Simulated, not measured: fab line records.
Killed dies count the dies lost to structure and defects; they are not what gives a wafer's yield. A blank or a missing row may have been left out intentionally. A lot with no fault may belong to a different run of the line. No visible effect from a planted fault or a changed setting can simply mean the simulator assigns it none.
fab line records    flow rit_cmos
record lots=14  wafers=42  last_day=7
route steps=202 shown PSD@152 SILICIDE@163 M1@189
lots that met no fault: from a run of the same line without faults
start_h: the number of hours between the record's first day and the start of the first shown wafer of the lot    wait_h: time in hours since the lot's previous step    " as in the row above    L1.1+2: a row that stands for several wafers    - no value present, or no start provided    * or withheld: withheld    < > ~ a bound
route shown NAME@n: names a module that has steps shown in the file, with the first one's number in the route    usual: the fault-free wafers' mean and standard deviation    same: alike in all rows    chamber/n: place in a boat    sites: readings site by site    _std_site: standard deviation across them    _edge_site: outer sites' mean less inner sites'    radius_mm: how far each site lies from the wafer's centre    mask NAME#n: copy n    behind: the tool/chamber that last shaped the wafer    hold: why the lot went on hold/how many hours it stayed there/how the hold came to an end    device: whichever transistor did not switch (one of n, p or np)    end of line: the same wafers' tests at the end of the route    a step without rows: its recipe alone    killed: dies lost to structure and defects at the first sort, not the wafer's yield    map: the dies of a wafer, with x for killed, . for not killed, _ for no die there
set.NAME: the setting that was run; set.NAME@STEP: the one run at that earlier step    model.NAME: the simulator's own value behind a step, which no gauge read
a sample of lots followed through the steps of the route, with each step as a table and each wafer as a row
services: when a tool's chamber went out of use (start_h, in hours from the record's first day, below 0 if earlier), for how many hours, and the reason
## steps
# step RIT_PSD_TW_MEAS_10
# usual PSD_TW=3406/18
lot.wafer  tool           chamber  start_h  wait_h  PSD_TW
L766.1     film_metro-01  -        51.94    0.1     3441
L766.4     "              -        "        "       3421
L766.5     "              -        "        "       3419
L767.1     film_metro-04  -        58.87    0.1     3391
L767.2     "              -        "        "       3393
L767.4     "              -        "        "       3410
L770.1     film_metro-01  -        71.52    0.1     3413
L770.3     "              -        "        "       3407
L770.6     "              -        "        "       3406
L771.3     film_metro-02  -        78.42    0.1     3417
L771.4     "              -        "        "       3380
L771.5     "              -        "        "       3408
L773.1     film_metro-02  -        92.85    0.1     3409
L773.2     "              -        "        "       3408
L773.5     "              -        "        "       3431
L774.1     film_metro-04  -        98.79    0.1     3396
L774.5     "              -        "        "       3380
L774.6     "              -        "        "       3416
L775.1     film_metro-02  -        102.89   0.1     3416
L775.5     "              -        "        "       3418
L775.6     "              -        "        "       3422
L777.1     film_metro-01  -        118.42   0.1     3426
L777.5     "              -        "        "       3403
L777.6     "              -        "        "       3405
L779.4     film_metro-02  -        138.54   0.1     3439
L779.5     "              -        "        "       3439
L779.6     "              -        "        "       3456
L783.1     film_metro-04  -        146.37   0.1     3392
L783.3     "              -        "        "       3376
L783.5     "              -        "        "       3396
L784.3     film_metro-04  -        157.22   0.1     3380
L784.5     "              -        "        "       3367
L784.6     "              -        "        "       3370
L785.4     film_metro-04  -        163.94   0.1     3389
L785.5     "              -        "        "       3402
L785.6     "              -        "        "       3381
L786.2     film_metro-02  -        164.14   0.1     3430
L786.5     "              -        "        "       3446
L786.6     "              -        "        "       3434
L789.1     film_metro-02  -        169.52   0.1     3420
L789.4     "              -        "        "       3427
L789.6     "              -        "        "       3414
# step RIT_SILICIDE_RS_MEAS_02
# recipe thk_meas_gauge=four-point-probe  reads=Ti_of_SILICIDE_SPUTTER_01
# usual SILICIDE_TI_RS=50.1/0.67
lot.wafer  tool           chamber  start_h  wait_h  SILICIDE_TI_RS[ohm/sq]
L766.1     film_metro-02  -        53.07    0.1     50.0
L766.4     "              -        "        "       51.5
L766.5     "              -        "        "       50.2
L767.1     film_metro-02  -        60.03    0.1     49.6
L767.2     "              -        "        "       50.1
L767.4     "              -        "        "       50.0
L770.1     film_metro-03  -        72.66    0.1     50.9
L770.3     "              -        "        "       49.7
L770.6     "              -        "        "       50.1
L771.3     film_metro-01  -        79.58    0.1     50.0
L771.4     "              -        "        "       50.0
L771.5     "              -        "        "       49.3
L773.1     film_metro-02  -        94.01    0.1     49.0
L773.2     "              -        "        "       49.2
L773.5     "              -        "        "       50.2
L774.1     film_metro-01  -        99.92    0.1     49.4
L774.5     "              -        "        "       49.8
L774.6     "              -        "        "       49.5
L775.1     film_metro-01  -        104.15   0.2     50.4
L775.5     "              -        "        "       49.7
L775.6     "              -        "        "       50.4
L777.1     film_metro-03  -        119.58   0.1     50.0
L777.5     "              -        "        "       50.4
L777.6     "              -        "        "       50.4
L779.4     film_metro-03  -        139.69   0.1     50.2
L779.5     "              -        "        "       50.1
L779.6     "              -        "        "       48.9
L783.1     film_metro-02  -        147.50   0.1     49.6
L783.3     "              -        "        "       49.0
L783.5     "              -        "        "       48.6
L784.3     film_metro-03  -        158.37   0.1     50.5
L784.5     "              -        "        "       50.5
L784.6     "              -        "        "       50.2
L785.4     film_metro-03  -        165.10   0.1     51.2
L785.5     "              -        "        "       51.6
L785.6     "              -        "        "       50.7
L786.2     film_metro-02  -        165.28   0.1     49.7
L786.5     "              -        "        "       50.3
L786.6     "              -        "        "       49.7
L789.1     film_metro-01  -        170.68   0.1     50.3
L789.4     "              -        "        "       50.0
L789.6     "              -        "        "       50.2
# step RIT_M1_SOFTBAKE_05
# recipe resist=NOVOLAK  temp_c=90  time_s=60
# usual heater_power_total_W=34.56/0.048  plate_temp_C=90.00/0.14
lot.wafer  tool            chamber  start_h  wait_h  heater_power_total_W  plate_temp_C
L766.1     litho_track-01  0        56.63    0.1     34.53                 90.16
L766.4     "               0        "        "       34.50                 90.07
L766.5     "               0        "        "       34.57                 90.08
L767.1     litho_track-02  0        63.52    0.1     34.48                 89.92
L767.2     "               0        "        "       34.59                 89.93
L767.4     "               0        "        "       34.56                 90.20
L770.1     litho_track-01  0        76.14    0.1     34.59                 89.91
L770.3     "               0        "        "       34.55                 90.13
L770.6     "               0        "        "       34.56                 90.11
L771.3     litho_track-01  0        83.07    0.1     34.63                 89.90
L771.4     "               0        "        "       34.63                 90.05
L771.5     "               0        "        "       34.54                 89.75
L773.1     litho_track-01  0        97.57    0.1     34.53                 90.06
L773.2     "               0        "        "       34.61                 90.05
L773.5     "               0        "        "       34.57                 90.17
L774.1     litho_track-03  0        103.40   0.1     34.56                 89.98
L774.5     "               0        "        "       34.52                 89.87
L774.6     "               0        "        "       34.50                 90.03
L775.1     litho_track-01  0        107.65   0.1     35.84                 92.32
L775.5     "               0        "        "       35.78                 92.12
L775.6     "               0        "        "       35.83                 92.30
L777.1     litho_track-01  0        123.24   0.1     35.73                 92.16
L777.5     "               0        "        "       35.83                 92.21
L777.6     "               0        "        "       35.76                 92.02
L779.4     litho_track-03  0        143.92   0.1     34.45                 90.42
L779.5     "               0        "        "       34.58                 90.12
L779.6     "               0        "        "       34.60                 90.11
L783.1     litho_track-02  0        151.19   0.1     34.56                 89.81
L783.3     "               0        "        "       34.55                 89.76
L783.5     "               0        "        "       34.56                 89.94
L784.3     litho_track-03  0        162.00   0.1     34.59                 90.01
L784.5     "               0        "        "       34.52                 89.77
L784.6     "               0        "        "       34.64                 89.91
L785.4     litho_track-03  0        168.61   0.1     34.55                 90.07
L785.5     "               0        "        "       34.53                 89.94
L785.6     "               0        "        "       34.57                 89.78
L786.2     litho_track-02  0        168.78   0.1     34.63                 90.03
L786.5     "               0        "        "       34.47                 90.02
L786.6     "               0        "        "       34.45                 90.16
L789.1     litho_track-03  0        174.38   0.1     34.57                 89.98
L789.4     "               0        "        "       34.64                 90.04
L789.6     "               0        "        "       34.45                 90.08
# step RIT_M1_STRIP_14
# recipe chemistry=O2  time_s=180  platen_temp_c=withheld  power_w=500  pressure_mtorr=4000  o2_flow_sccm=4000
# usual drypump_motor_current_A=5.8/0.59
lot.wafer  tool             chamber  start_h  wait_h  drypump_motor_current_A  rf_hours_counter_h
L766.1     plasma_asher-04  0        58.28    0.0     5.3                      37
L766.4     "                0        "        "       5.3                      -
L766.5     "                0        "        "       5.3                      -
L767.1     plasma_asher-04  1        64.97    0.0     5.2                      38
L767.2     "                0        "        "       5.3                      38
L767.4     "                1        "        "       5.2                      -
L770.1     plasma_asher-02  1        77.59    0.0     6.3                      45
L770.3     "                1        "        "       6.3                      -
L770.6     "                0        "        "       6.6                      -
L771.3     plasma_asher-04  1        84.40    0.1     5.2                      -
L771.4     "                0        "        "       5.3                      -
L771.5     "                0        "        "       5.3                      -
L773.1     plasma_asher-02  0        98.91    0.0     6.6                      48
L773.2     "                1        "        "       6.3                      48
L773.5     "                1        "        "       6.3                      -
L774.1     plasma_asher-03  0        104.72   0.0     6.0                      27
L774.5     "                0        "        "       6.0                      -
L774.6     "                1        "        "       6.4                      -
L775.1     plasma_asher-04  0        109.10   0.0     5.2                      43
L775.5     "                0        "        "       5.2                      -
L775.6     "                1        "        "       5.2                      -
L777.1     plasma_asher-03  1        124.94   0.0     6.4                      29
L777.5     "                0        "        "       6.1                      -
L777.6     "                1        "        "       6.4                      -
L779.4     plasma_asher-02  1        145.23   0.1     6.3                      -
L779.5     "                1        "        "       6.3                      -
L779.6     "                0        "        "       6.6                      -
L783.1     plasma_asher-02  1        152.66   0.0     6.3                      52
L783.3     "                0        "        "       6.6                      -
L783.5     "                0        "        "       6.6                      -
L784.3     plasma_asher-02  0        163.62   0.1     6.6                      -
L784.5     "                0        "        "       6.6                      -
L784.6     "                1        "        "       6.3                      -
L785.4     plasma_asher-02  1        169.91   0.1     6.3                      -
L785.5     "                1        "        "       6.3                      -
L785.6     "                0        "        "       6.6                      -
L786.2     plasma_asher-04  1        170.20   0.0     5.2                      50
L786.5     "                1        "        "       5.2                      -
L786.6     "                0        "        "       5.3                      -
L789.1     plasma_asher-04  0        175.71   0.0     5.3                      50
L789.4     "                1        "        "       5.2                      -
L789.6     "                1        "        "       5.2                      -
# step RIT_M1_PROBE_99
# usual defect_limited_yield=97.5/1.1  killed_at_M0_to_M3=0.0/0.12  killed_at_contacts=0.1/0.23  killed_at_front_end=6.6/2.9  killed_dies=6.7/3  killed_open=3.5/2.1  killed_short=3.2/1.8  sort_bin_3_pad_short=0.1/0.19  sort_bin_5_function=1.4/0.84  sort_bin_6_memory=1.0/0.67  sort_n_pass=257.3/3  sort_yield_pct=97.5/1.1
# same gross_dies=264  killed_at_M4_up=0  killed_at_back_side=0  killed_at_other=0
lot.wafer  tool       chamber  start_h  wait_h  defect_limited_yield[%]  killed_at_M0_to_M3  killed_at_contacts  killed_at_front_end  killed_dies  killed_open  killed_short  sort_bin_3_pad_short[%]  sort_bin_5_function[%]  sort_bin_6_memory[%]  sort_n_pass  sort_yield_pct[%]
L766.1     prober-02  -        61.20    0.1     97.0                     0                   0                   8                    8            4            4             0.4                      2.3                     0.4                   256.0        97.0
L766.4     prober-02  -        61.35    0.2     97.3                     0                   0                   7                    7            2            5             0                        1.5                     1.1                   257.0        97.3
L766.5     prober-02  -        61.40    0.2     97.3                     0                   0                   7                    7            3            4             0                        1.5                     1.1                   257.0        97.3
L767.1     prober-01  -        66.89    0.1     95.8                     0                   1                   10                   11           5            6             0                        3.0                     1.1                   253.0        95.8
L767.2     prober-01  -        66.94    0.1     96.2                     0                   0                   10                   10           3            7             0.4                      1.5                     1.9                   254.0        96.2
L767.4     prober-01  -        67.04    0.2     96.6                     0                   0                   9                    9            3            6             0.4                      2.3                     0.8                   255.0        96.6
L770.1     prober-01  -        79.51    0.1     95.8                     0                   0                   11                   11           6            5             0.4                      2.3                     1.5                   253.0        95.8
L770.3     prober-01  -        79.61    0.2     96.6                     1                   0                   8                    9            6            3             0                        1.9                     1.5                   255.0        96.6
L770.6     prober-01  -        79.76    0.2     96.2                     0                   0                   10                   10           5            5             0                        2.3                     1.5                   254.0        96.2
L771.3     prober-02  -        86.36    0.2     97.3                     0                   0                   7                    7            5            2             0.4                      1.5                     0.8                   257.0        97.3
L771.4     prober-02  -        86.41    0.2     98.9                     0                   0                   3                    3            1            2             0                        1.1                     0                     261.0        98.9
L771.5     prober-02  -        86.46    0.2     98.1                     0                   0                   5                    5            3            2             0                        1.1                     0.8                   259.0        98.1
L773.1     prober-02  -        100.83   0.1     96.2                     0                   0                   10                   10           8            2             0                        1.5                     2.3                   254.0        96.2
L773.2     prober-02  -        100.88   0.1     98.1                     0                   0                   5                    5            4            1             0                        0.4                     1.5                   259.0        98.1
L773.5     prober-02  -        101.03   0.2     98.1                     0                   0                   5                    5            3            2             0                        0.8                     1.1                   259.0        98.1
L774.1     prober-02  -        106.64   0.1     96.2                     0                   0                   10                   10           4            6             0                        0.8                     3.0                   254.0        96.2
L774.5     prober-02  -        106.84   0.2     95.8                     0                   0                   11                   11           4            7             0                        3.4                     0.8                   253.0        95.8
L774.6     prober-02  -        106.89   0.2     95.1                     0                   0                   13                   13           7            6             0.4                      1.9                     2.7                   251.0        95.1
L775.1     prober-01  -        111.01   0.1     95.8                     0                   0                   11                   11           6            5             0                        1.9                     2.3                   253.0        95.8
L775.5     prober-01  -        111.21   0.2     99.2                     0                   0                   2                    2            2            0             0                        0                       0.8                   262.0        99.2
L775.6     prober-01  -        111.26   0.2     97.7                     0                   0                   6                    6            3            3             0                        1.1                     1.1                   258.0        97.7
L777.1     prober-01  -        126.85   0.1     97.0                     0                   0                   8                    8            6            2             0                        1.9                     1.1                   256.0        97.0
L777.5     prober-01  -        127.05   0.2     97.3                     0                   0                   7                    7            5            2             0.4                      1.5                     0.8                   257.0        97.3
L777.6     prober-01  -        127.10   0.2     95.8                     0                   0                   11                   11           8            3             0.4                      2.3                     1.5                   253.0        95.8
L779.4     prober-01  -        147.24   0.2     98.9                     0                   0                   3                    3            2            1             0                        0.8                     0.4                   261.0        98.9
L779.5     prober-01  -        147.29   0.2     97.0                     0                   0                   8                    8            3            5             0.4                      2.7                     0                     256.0        97.0
L779.6     prober-01  -        147.34   0.2     98.1                     0                   0                   5                    5            2            3             0                        1.9                     0                     259.0        98.1
L783.1     prober-01  -        155.77   0.1     98.5                     0                   0                   4                    4            1            3             0                        1.1                     0.4                   260.0        98.5
L783.3     prober-01  -        155.87   0.2     98.1                     0                   0                   5                    5            3            2             0                        1.1                     0.8                   259.0        98.1
L783.5     prober-01  -        155.97   0.2     98.9                     0                   0                   3                    3            2            1             0                        1.1                     0                     261.0        98.9
L786.2     prober-01  -        172.71   0.1     97.3                     0                   0                   7                    7            4            3             0                        2.3                     0.4                   257.0        97.3
L786.5     prober-01  -        172.86   0.2     97.3                     0                   0                   7                    7            2            5             0                        2.3                     0.4                   257.0        97.3
L786.6     prober-01  -        172.91   0.2     97.0                     0                   0                   8                    8            3            5             0                        2.3                     0.8                   256.0        97.0
L784.3     prober-02  -        172.76   0.2     95.5                     0                   0                   12                   12           7            5             0                        3.4                     1.1                   252.0        95.5
L784.5     prober-02  -        172.86   0.2     95.8                     0                   1                   10                   11           8            3             0.4                      1.5                     2.3                   253.0        95.8
L784.6     prober-02  -        172.91   0.2     96.6                     0                   0                   9                    9            3            6             0                        0.8                     2.7                   255.0        96.6
L785.4     prober-02  -        173.11   0.5     98.1                     0                   0                   5                    5            3            2             0                        1.1                     0.8                   259.0        98.1
L785.5     prober-02  -        173.16   0.5     97.3                     0                   0                   7                    7            4            3             0.4                      0.8                     1.5                   257.0        97.3
L785.6     prober-02  -        173.21   0.6     98.5                     0                   0                   4                    4            2            2             0                        1.5                     0                     260.0        98.5
L789.1     prober-02  -        177.62   0.1     97.0                     0                   0                   8                    8            5            3             0                        1.5                     1.5                   256.0        97.0
L789.4     prober-02  -        177.77   0.2     97.7                     0                   0                   6                    6            2            4             0                        1.9                     0.4                   258.0        97.7
L789.6     prober-02  -        177.87   0.2     97.7                     0                   0                   6                    6            1            5             0                        1.9                     0.4                   258.0        97.7
# killed by level:class
L766.1 FOX1:geometric_particle:short=3 GATE:geometric_particle:open=3 FOX2:geometric_particle:open=1 SPACER:geometric_particle:short=1
L766.4 FOX2:geometric_particle:short=2 FOX1:geometric_particle:short=1 REOX:geometric_particle:short=1 SPACER:geometric_particle:short=1 SPACER:geometric_particle:open=1 SILICIDE:geometric_particle:open=1
L766.5 REOX:geometric_particle:short=2 SPACER:geometric_particle:open=2 SPACER:geometric_particle:short=1 SILICIDE:geometric_particle:open=1 SILICIDE:geometric_particle:short=1
L767.1 REOX:geometric_particle:short=3 REOX:geometric_particle:open=2 SILICIDE:geometric_particle:open=2 SILICIDE:geometric_particle:short=2 GATE:geometric_particle:short=1 CONTACT:geometric_particle:open=1
L767.2 GATE:geometric_particle:short=4 REOX:geometric_particle:short=2 REOX:geometric_particle:open=2 FOX1:geometric_particle:short=1 GATE:geometric_particle:open=1
L767.4 FOX1:geometric_particle:short=2 SPACER:geometric_particle:short=2 SILICIDE:geometric_particle:short=2 GATE:geometric_particle:open=1 SPACER:geometric_particle:open=1 SILICIDE:geometric_particle:open=1
L770.1 SILICIDE:geometric_particle:open=3 SPACER:geometric_particle:open=2 FOX1:geometric_particle:short=1 FOX1:geometric_particle:open=1 FOX2:geometric_particle:short=1 GATE:geometric_particle:short=1 REOX:geometric_particle:short=1 SILICIDE:geometric_particle:short=1
L770.3 REOX:geometric_particle:open=2 SPACER:geometric_particle:open=2 SILICIDE:geometric_particle:open=2 GATE:geometric_particle:short=1 SPACER:geometric_particle:short=1 M1:geometric_particle:short=1
L770.6 GATE:geometric_particle:short=4 SPACER:geometric_particle:open=2 GATE:geometric_particle:open=1 REOX:geometric_particle:open=1 SPACER:geometric_particle:short=1 SILICIDE:geometric_particle:open=1
L771.3 GATE:geometric_particle:open=4 GATE:geometric_particle:short=1 REOX:geometric_particle:short=1 REOX:geometric_particle:open=1
L771.4 FOX2:geometric_particle:short=1 GATE:geometric_particle:short=1 GATE:geometric_particle:open=1
L771.5 FOX2:geometric_particle:open=1 GATE:geometric_particle:open=1 GATE:geometric_particle:short=1 REOX:geometric_particle:open=1 SPACER:geometric_particle:short=1
L773.1 GATE:geometric_particle:open=3 REOX:geometric_particle:open=3 ACTIVE:geometric_particle:open=1 FOX2:geometric_particle:open=1 GATE:geometric_particle:short=1 REOX:geometric_particle:short=1
L773.2 FOX2:geometric_particle:open=2 GATE:geometric_particle:open=1 SPACER:geometric_particle:open=1 SILICIDE:geometric_particle:short=1
L773.5 GATE:geometric_particle:open=3 FOX1:geometric_particle:short=1 SILICIDE:geometric_particle:short=1
L774.1 GATE:geometric_particle:short=3 GATE:geometric_particle:open=2 FOX1:geometric_particle:short=1 REOX:geometric_particle:open=1 REOX:geometric_particle:short=1 SPACER:geometric_particle:open=1 SPACER:geometric_particle:short=1
L774.5 GATE:geometric_particle:short=4 GATE:geometric_particle:open=4 SPACER:geometric_particle:short=3
L774.6 GATE:geometric_particle:short=5 REOX:geometric_particle:open=2 SPACER:geometric_particle:open=2 FOX1:geometric_particle:short=1 FOX2:geometric_particle:open=1 GATE:geometric_particle:open=1 SILICIDE:geometric_particle:open=1
L775.1 FOX1:geometric_particle:open=3 FOX1:geometric_particle:short=2 GATE:geometric_particle:short=2 GATE:geometric_particle:open=1 REOX:geometric_particle:open=1 SPACER:geometric_particle:open=1 SILICIDE:geometric_particle:short=1
L775.5 REOX:geometric_particle:open=2
L775.6 FOX1:geometric_particle:short=2 REOX:geometric_particle:open=2 GATE:geometric_particle:short=1 SPACER:geometric_particle:open=1
L777.1 FOX1:geometric_particle:open=2 GATE:geometric_particle:open=2 FOX2:geometric_particle:short=1 FOX2:geometric_particle:open=1 SILICIDE:geometric_particle:short=1 SPACER:geometric_particle:open=1
L777.5 GATE:geometric_particle:open=3 FOX1:geometric_particle:short=1 GATE:geometric_particle:short=1 SPACER:geometric_particle:open=1 SILICIDE:geometric_particle:open=1
L777.6 GATE:geometric_particle:open=6 FOX2:geometric_particle:open=1 FOX2:geometric_particle:short=1 GATE:geometric_particle:short=1 REOX:geometric_particle:open=1 REOX:geometric_particle:short=1
L779.4 FOX1:geometric_particle:open=1 SPACER:geometric_particle:short=1 SPACER:geometric_particle:open=1
L779.5 SPACER:geometric_particle:short=2 SILICIDE:geometric_particle:short=2 FOX2:geometric_particle:open=1 GATE:geometric_particle:open=1 REOX:geometric_particle:open=1 REOX:geometric_particle:short=1
L779.6 FOX1:geometric_particle:short=1 FOX2:geometric_particle:short=1 SILICIDE:geometric_particle:open=1 REOX:geometric_particle:open=1 SPACER:geometric_particle:short=1
L783.1 GATE:geometric_particle:short=3 GATE:geometric_particle:open=1
L783.3 GATE:geometric_particle:open=2 SPACER:geometric_particle:short=1 SILICIDE:geometric_particle:open=1 SILICIDE:geometric_particle:short=1
L783.5 GATE:geometric_particle:open=1 SPACER:geometric_particle:short=1 SILICIDE:geometric_particle:open=1
L786.2 FOX2:geometric_particle:short=2 FOX1:geometric_particle:open=1 FOX2:geometric_particle:open=1 REOX:geometric_particle:open=1 SPACER:geometric_particle:open=1 SILICIDE:geometric_particle:short=1
L784.3 GATE:geometric_particle:open=3 SILICIDE:geometric_particle:short=2 GATE:geometric_particle:short=2 REOX:geometric_particle:open=2 FOX1:geometric_particle:short=1 FOX2:geometric_particle:open=1 SILICIDE:geometric_particle:open=1
L784.5 GATE:geometric_particle:open=4 FOX1:geometric_particle:open=3 SILICIDE:geometric_particle:short=2 FOX1:geometric_particle:short=1 CONTACT:geometric_particle:open=1
L786.5 GATE:geometric_particle:short=2 ACTIVE:geometric_particle:open=1 FOX1:geometric_particle:open=1 FOX1:geometric_particle:short=1 FOX2:geometric_particle:short=1 REOX:geometric_particle:short=1
L784.6 FOX1:geometric_particle:short=2 GATE:geometric_particle:open=2 SILICIDE:geometric_particle:short=2 REOX:geometric_particle:short=1 SPACER:geometric_particle:short=1 SILICIDE:geometric_particle:open=1
L786.6 GATE:geometric_particle:open=2 GATE:geometric_particle:short=2 REOX:geometric_particle:short=2 FOX1:geometric_particle:short=1 FOX1:geometric_particle:open=1
L785.4 FOX1:geometric_particle:short=1 FOX1:geometric_particle:open=1 REOX:geometric_particle:open=1 REOX:geometric_particle:short=1 SPACER:geometric_particle:open=1
L785.5 GATE:geometric_particle:open=1 REOX:geometric_particle:open=1 REOX:geometric_particle:short=1 SPACER:geometric_particle:short=1 SPACER:geometric_particle:open=1 SILICIDE:geometric_particle:open=1 SILICIDE:geometric_particle:short=1
L785.6 REOX:geometric_particle:short=2 GATE:geometric_particle:open=1 REOX:geometric_particle:open=1
L789.1 SILICIDE:geometric_particle:open=3 GATE:geometric_particle:open=2 GATE:geometric_particle:short=2 SILICIDE:geometric_particle:short=1
L789.4 GATE:geometric_particle:open=2 SILICIDE:geometric_particle:short=2 ACTIVE:geometric_particle:short=1 SPACER:geometric_particle:short=1
L789.6 SPACER:geometric_particle:short=3 GATE:geometric_particle:short=1 REOX:geometric_particle:open=1 SILICIDE:geometric_particle:short=1
## services
tool             chamber  start_h  hours  kind
plasma_asher-02  -        39.68    0.8    repair
plasma_asher-03  -        42.53    45.4   repair
plasma_asher-02  -        111.76   0.5    repair
plasma_asher-02  -        127.91   2.8    pm
## key
first_sign step=RIT_M1_SOFTBAKE_05  reading=heater_power_total_W  direction=up  sigmas=26  usual=34.56  struck=35.79
effect step=RIT_M1_SOFTBAKE_05  reading=plate_temp_C  direction=up  sigmas=16  usual=*  struck=*
met_at RIT_M1_SOFTBAKE_05
struck_lots L775,L777
loop_trim step=RIT_M1_EXPOSE_06  setting=dose  lots=L777
not_acting_at RIT_PSD_TW_MEAS_10,RIT_SILICIDE_RS_MEAS_02,RIT_M1_STRIP_14
onset_between 97.57 107.65
fault kind=process_parameter_drift  tool=litho_track-01  chamber=-  onset_h=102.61  steps=RIT_M1_SOFTBAKE_05  channel=temp_c  offset=*  shape=step  end_h=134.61  acts_in=*  stated=*
# loop_trim: a control loop set the setting to another value than it would have without faults
